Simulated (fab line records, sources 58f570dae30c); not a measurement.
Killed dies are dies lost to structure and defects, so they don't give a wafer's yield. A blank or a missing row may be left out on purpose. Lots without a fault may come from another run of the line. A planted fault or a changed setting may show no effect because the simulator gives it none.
A struck lot beside a sound one | flow berkeley_cmos170 | 14 steps out of a route of 331
Sound: wafers L873.2, L873.3, L873.4. Struck: wafers L880.1, L880.2, L880.5. The cause comes at the end.
At each step with rows: each side's tool, then ch and its chambers, then its first start. Under that, the readings that differ: sound wafers | struck wafers | difference of the means | sigmas: that difference in standard deviations of wafers without a fault.
alike: readings whose means differ by less than 2 such deviations, and words and numbers that are the same on both sides. not compared: withheld readings, readings that some wafer has no value for, bounds like >300 that may hide the same value, and numbers for which the record gives no deviation and whose values overlap.
The two part at a step that has a row with sigmas, a row that says differs or no value, or rows on one side only. Numbers that don't overlap but have no deviation are shown without sigmas and don't part them. A reading that every wafer of one side lacks parts them only if that side has two wafers or more.

first, 5 steps without rows for these wafers: UCB170_NWELL_WET_ETCH_18 (etches Si3N4 in H3PO4, time 14400 s); UCB170_NWELL_WET_ETCH_19 (etches SiO2 in BOE, time 22 s); UCB170_PWELL_CLEAN_00 (cleans in SPM, time 600 s); UCB170_PWELL_CLEAN_01 (cleans in dHF, time 60 s); UCB170_PWELL_OXIDATION_02 (target thk 26.4 nm, ox time 1260 s).
UCB170_PWELL_THK_MEAS_03:
  sound on film_metro-04, day 3 01:46; struck on film_metro-02, day 4 15:26
  reading              | sound          | struck         | difference | sigmas
  PWELL_OXIDE_THK (nm) | 25.6 25.5 26.1 | 26.5 26.8 26.7 | +0.9       | +2
then, 2 steps without rows for these wafers: UCB170_PWELL_ANNEAL_04 (time 900 s); UCB170_PWELL_CVD_05 (deposits Si3N4 from SiH2Cl2/NH3, target thk 220 nm, time 3300 s).
UCB170_PWELL_THK_MEAS_06:
  sound on film_metro-04, day 3 09:36; struck on film_metro-04, day 4 22:47
  alike: PWELL_NITRIDE_THK
then, 3 steps without rows for these wafers: UCB170_PWELL_HMDS_07 (prime time 60 s); UCB170_PWELL_COAT_08 (resist thk 900 nm); UCB170_PWELL_SOFTBAKE_09 (time 60 s).
UCB170_PWELL_EXPOSE_10: exposes mask PWELL, target cd 3000 nm.
  sound on krf_scanner-01 ch 0, day 3 10:07; struck on krf_scanner-01, day 4 23:26
  no value came back on the struck wafers for any of 5 readings (exposure_dose_mJ_cm2, focus_offset_nm (nm) and others); on the sound wafers exposure_dose_mJ_cm2 reads 18.982 19.006 19.006
  alike: mask
then, 1 step without rows for these wafers: UCB170_PWELL_PEB_11.

WHERE THEY PART
First at UCB170_PWELL_THK_MEAS_03; last, within this record, at UCB170_PWELL_EXPOSE_10.

WHY: what the simulator had put in
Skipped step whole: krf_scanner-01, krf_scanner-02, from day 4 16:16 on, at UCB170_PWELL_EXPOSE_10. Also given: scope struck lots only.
